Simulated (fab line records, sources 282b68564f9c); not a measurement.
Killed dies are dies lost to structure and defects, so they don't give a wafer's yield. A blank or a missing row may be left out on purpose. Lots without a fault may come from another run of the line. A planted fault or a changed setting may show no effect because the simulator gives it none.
fab line records | flow rit_cmos
record lots=7 wafers=21 last_day=7
route steps=202 shown SILICIDE@163 CONTACT@168
lots that met no fault: from a run of the same line without faults
start_h: hours from the record's first day to the start of the lot's first wafer shown | wait_h: hours since the lot's step before | " the same as in the row above | L1.1+2: a row that stands for several wafers | - no value, or no start given | * or withheld: withheld | < > ~ a bound
route shown NAME@n: a module of which the file shows steps, and the number in the route of the first | usual: mean/standard deviation of fault-free wafers | same: alike in all rows | chamber/n: place in a boat | sites: the reading at each site | _std_site: their standard deviation | _edge_site: outer sites' mean less inner sites' | radius_mm: how far each site lies from the wafer's centre | mask NAME#n: copy n | behind: the tool/chamber that last shaped the wafer | hold: why the lot was held/for how many hours/how that ended | device: the transistor (n, p or np) that didn't switch | end of line: the same wafers' tests at the end of the route | a step without rows: its recipe alone | killed: dies lost to structure and defects at the first sort, not the wafer's yield | map: a wafer's dies, x killed, . not, _ none there
set.NAME: the setting as run; set.NAME@STEP: as run at that earlier step | model.NAME: the simulator's own value behind a step, which no gauge read
lots at some steps of the route; a table a step, a row a wafer
services: from which hour (start_h, from the record's first day; less than 0 if before it) a tool's chamber was out of use, for how many hours, and why
## steps
# step RIT_SILICIDE_RS_MEAS_02
# recipe thk_meas_gauge=four-point-probe reads=Ti_of_SILICIDE_SPUTTER_01
# usual SILICIDE_TI_RS=47.7/0.7
# columns lot.wafer tool chamber start_h wait_h SILICIDE_TI_RS[ohm/sq]
L520.2 film_metro-02 - 60.97 0.1 47.1
L520.3 " - " " 47.1
L520.5 " - " " 47.3
L523.1 film_metro-03 - 74.99 0.1 47.8
L523.3 " - " " 48.5
L523.4 " - " " 48.4
L528.1 film_metro-01 - 96.97 0.1 47.1
L528.3 " - " " 46.7
L528.4 " - " " 47.8
L529.3 film_metro-01 - 104.57 0.1 48.2
L529.5 " - " " 47.6
L529.6 " - " " 48.3
L530.1 film_metro-03 - 106.25 0.1 48.1
L530.2 " - " " 47.1
L530.6 " - " " 48.6
L537.1 film_metro-03 - 145.38 0.1 48.0
L537.3 " - " " 47.0
L537.4 " - " " 47.3
L541.1 film_metro-02 - 163.56 0.1 47.4
L541.2 " - " " 47.4
L541.3 " - " " 47.5
# step RIT_SILICIDE_THK_MEAS_03
# recipe thk_meas_gauge=xrf reads=Ti_of_SILICIDE_SPUTTER_01
# usual SILICIDE_TI_THK=29.7/0.38
# columns lot.wafer tool chamber start_h wait_h SILICIDE_TI_THK[nm]
L520.2 film_metro-02 - 61.08 0.1 30.1
L520.3 " - " " 30.0
L520.5 " - " " 29.9
L523.1 film_metro-03 - 75.11 0.1 29.5
L523.3 " - " " 29.3
L523.4 " - " " 29.3
L528.1 film_metro-01 - 97.09 0.1 30.1
L528.3 " - " " 30.3
L528.4 " - " " 29.7
L529.3 film_metro-01 - 104.67 0.1 29.5
L529.5 " - " " 29.6
L529.6 " - " " 29.5
L530.1 film_metro-03 - 106.37 0.1 29.3
L530.2 " - " " 29.7
L530.6 " - " " 29.0
L537.1 film_metro-03 - 145.50 0.1 29.3
L537.3 " - " " 29.7
L537.4 " - " " 29.7
L541.1 film_metro-02 - 163.68 0.1 30.0
L541.2 " - " " 29.8
L541.3 " - " " 29.7
# step RIT_SILICIDE_RTA_04
# recipe temp_c=650 time_s=10 idle_temp_c=25 ramp_up_s=5 ramp_down_s=5 cool_to_c=25 ambient=N2
# usual wafer_temp_C_max=653.6/0.76
# columns lot.wafer tool chamber start_h wait_h wafer_temp_C_max
L520.2 rtp_anneal-01 0 61.15 0.1 654.4
L520.3 " 0 " " 653.5
L520.5 " 0 " " 653.5
L523.1 rtp_anneal-02 0 75.17 0.1 653.3
L523.3 " 0 " " 652.8
L523.4 " 0 " " 653.9
L528.1 rtp_anneal-01 0 97.15 0.1 653.7
L528.3 " 0 " " 654.3
L528.4 " 0 " " 653.1
L529.3 rtp_anneal-02 0 104.74 0.1 653.7
L529.5 " 0 " " 652.7
L529.6 " 0 " " 652.3
L530.1 rtp_anneal-01 0 106.43 0.1 654.0
L530.2 " 0 " " 653.3
L530.6 " 0 " " 654.2
L537.1 rtp_anneal-02 0 145.56 0.1 652.8
L537.3 " 0 " " 653.4
L537.4 " 0 " " 653.2
L541.1 rtp_anneal-02 0 163.74 0.1 653.1
L541.2 " 0 " " 652.9
L541.3 " 0 " " 652.7
# step RIT_SILICIDE_WET_ETCH_05
# recipe chemistry=SPM target=Ti temp_c=90 time_s=120 dry=n2_spin
# step RIT_SILICIDE_RTA_06
# recipe temp_c=750 time_s=10 idle_temp_c=25 ramp_up_s=5 ramp_down_s=10 cool_to_c=25 ambient=N2
# usual wafer_temp_C_max=754.2/0.85
# columns lot.wafer tool chamber start_h wait_h wafer_temp_C_max
L520.2 rtp_anneal-02 0 61.31 0.0 753.2
L520.3 " 0 " " 754.1
L520.5 " 0 " " 753.2
L523.1 rtp_anneal-01 0 75.27 0.0 755.2
L523.3 " 0 " " 753.2
L523.4 " 0 " " 755.2
L528.1 rtp_anneal-02 0 97.26 0.0 754.7
L528.3 " 0 " " 753.0
L528.4 " 0 " " 753.3
L529.3 rtp_anneal-01 0 104.86 0.0 753.3
L529.5 " 0 " " 754.9
L529.6 " 0 " " 753.4
L530.1 rtp_anneal-02 0 106.54 0.0 754.5
L530.2 " 0 " " 753.8
L530.6 " 0 " " 752.6
L537.1 rtp_anneal-01 0 145.67 0.0 755.2
L537.3 " 0 " " 754.7
L537.4 " 0 " " 755.3
L541.1 rtp_anneal-01 0 163.85 0.0 754.2
L541.2 " 0 " " 753.7
L541.3 " 0 " " 755.7
# step RIT_CONTACT_CVD_00
# recipe material=SiO2 target_thk_nm=400 precursor=TEOS temp_c=390 time_s=61 rf_w=400
# usual heater_power_w=324/57 susceptor_temp_C=390.01/0.21
# columns lot.wafer tool chamber start_h wait_h heater_power_w susceptor_temp_C
L520.2 pecvd-02 2 61.37 0.0 357 390.16
L520.3 " 1 " " 259 390.09
L520.5 " 1 " " 271 390.28
L523.1 pecvd-02 0 75.34 0.1 318 389.93
L523.3 " 1 " " 271 390.02
L523.4 " 0 " " 334 389.48
L528.1 pecvd-02 1 97.33 0.1 279 390.05
L528.3 " 2 " " 385 390.03
L528.4 " 2 " " 385 390.23
L529.3 pecvd-03 2 104.90 0.0 372 390.28
L529.5 " 1 " " 227 389.83
L529.6 " 0 " " 396 389.96
L530.1 pecvd-04 2 106.61 0.1 407 389.81
L530.2 " 1 " " 304 390.36
L530.6 " 2 " " 301 390.09
L537.1 pecvd-02 0 145.74 0.1 384 389.99
L537.3 " 1 " " 257 390.05
L537.4 " 0 " " 393 389.88
L541.1 pecvd-04 1 163.92 0.1 346 389.87
L541.2 " 2 " " 394 389.78
L541.3 " 0 " " 356 389.99
# step RIT_CONTACT_THK_MEAS_01
# recipe reads=SiO2_of_CONTACT_CVD_00
# usual CONTACT_TEOS_THK=400/5.7
# columns lot.wafer tool chamber start_h wait_h CONTACT_TEOS_THK[nm]
L520.2 film_metro-03 - 61.43 0.0 405
L520.3 " - " " 403
L520.5 " - " " 410
L523.1 film_metro-02 - 75.39 0.0 392
L523.3 " - " " 403
L523.4 " - " " 400
L528.1 film_metro-03 - 97.38 0.0 395
L528.3 " - " " 395
L528.4 " - " " 403
L529.3 film_metro-03 - 104.97 0.0 387
L529.5 " - " " 407
L529.6 " - " " 402
L530.1 film_metro-02 - 106.66 0.0 395
L530.2 " - " " 392
L530.6 " - " " 401
L537.1 film_metro-02 - 145.79 0.0 392
L537.3 " - " " 392
L537.4 " - " " 395
L541.1 film_metro-02 - 163.97 0.0 396
L541.2 " - " " 395
L541.3 " - " " 397
# step RIT_CONTACT_HMDS_02
# recipe prime_time_s=60 prime_temp_c=140
# step RIT_CONTACT_COAT_03
# recipe resist=NOVOLAK spin_rpm=3250 resist_thk_nm=1000
# step RIT_CONTACT_SOFTBAKE_04
# recipe resist=NOVOLAK temp_c=90 time_s=60
# step RIT_CONTACT_EXPOSE_05
# recipe mask_id=M11 na=0.6 source_shape=conventional sigma_outer=0.5 target_cd_nm=1000 dose_mj=250
# step RIT_CONTACT_PEB_06
# recipe resist=NOVOLAK temp_c=withheld time_s=withheld
# step RIT_CONTACT_DEVELOP_07
# recipe resist=NOVOLAK develop_time_s=120 dev_temp_c=23
# usual chill_plate_temp_C=22.99/0.1 develop_time_s=120/0 resist_line_temp_C=23.00/0.12
# columns lot.wafer tool chamber start_h wait_h chill_plate_temp_C develop_time_s resist_line_temp_C
L520.2 litho_track-03 0 62 - 23.20 120 22.90
L520.3 " 0 " " 23.16 120 22.85
L520.5 " 0 " " 23.03 120 22.89
L523.1 litho_track-03 0 76 - 22.96 120 23.15
L523.3 " 0 " " 23.01 120 23.03
L523.4 " 0 " " 22.92 120 23.11
L528.1 litho_track-03 - 98 - - - -
L528.3 " - " " - - -
L528.4 " - " " - - -
L529.3 litho_track-01 - 105 - - - -
L529.5 " - 106 - - - -
L529.6 " - " " - - -
L530.1 litho_track-04 - 107 - - - -
L530.2 " - " " - - -
L530.6 " - " " - - -
L537.1 litho_track-03 0 146 - 22.94 120 22.90
L537.3 " 0 " " 22.84 120 22.85
L537.4 " 0 " " 22.95 120 23.05
L541.1 litho_track-01 0 164 - 23.01 120 22.93
L541.2 " 0 " " 22.86 120 23.09
L541.3 " 0 " " 22.81 120 23.09
# step RIT_CONTACT_CD_MEAS_08
# recipe target_cd_nm=1000
# usual cd_nm=1000.9/2.3
# columns lot.wafer tool chamber start_h wait_h cd_nm
L520.2 cd_sem-01 - 62.59 - 1003.3
L520.3 " - " " 1003.8
L520.5 " - " " 1003.3
L523.1 cd_sem-01 - 76.42 - 999.0
L523.3 " - " " 997.5
L523.4 " - " " 1000.9
L528.1 cd_sem-02 - 98.53 - -
L528.3 " - " " -
L528.4 " - " " -
L529.3 cd_sem-02 - 106.14 - -
L529.5 " - " " -
L529.6 " - " " -
L530.1 cd_sem-02 - 107.69 - -
L530.2 " - " " -
L530.6 " - " " -
L537.1 cd_sem-01 - 146.94 - 1002.2
L537.3 " - " " 999.7
L537.4 " - " " 999.6
L541.1 cd_sem-01 - 165.12 - 1006.4
L541.2 " - " " 1002.8
L541.3 " - " " 1004.7
## services
# columns tool chamber start_h hours kind
pecvd-04 - 69.38 0.6 repair
pecvd-03 - 81.66 1.6 repair
pecvd-03 - 108.05 2.5 repair
pecvd-03 2 122.50 5.7 repair
pecvd-03 - 138.65 14.6 pm
## key
first_sign step=RIT_CONTACT_DEVELOP_07 reading=tool_record direction=missing
effect none on later readings
met_at RIT_CONTACT_DEVELOP_07
struck_wafers L528.1,L528.3,L528.4,L529.3,L529.5,L529.6,L530.1,L530.2,L530.6
later_rows_left_out L528.1,L528.3,L528.4,L529.3,L529.5,L529.6,L530.1,L530.2,L530.6
sort_left_out L528.1,L528.3,L528.4,L529.3,L529.5,L529.6,L530.1,L530.2,L530.6
tester_left_out L528,L529,L530
onset_between 76 98
fault kind=skipped_step_whole tool=litho_track-01,litho_track-03,litho_track-04 chamber=- onset_h=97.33 steps=RIT_CONTACT_DEVELOP_07 scope=struck_lots_only
# tester_left_out: of these lots the tester's yield and bins aren't shown, on N5 and GAA mostly nor the transistor test; their killed dies are dies lost to structure and defects alone, not to doping, threshold or leakage, so they don't give the yield
# sort_left_out: the simulated sort isn't trusted on such a fault, so these wafers' sort isn't shown, and their yield isn't known
# later_rows_left_out: the simulator's readings of these wafers behind a module that went badly wrong aren't trusted and aren't shown, but for the sort
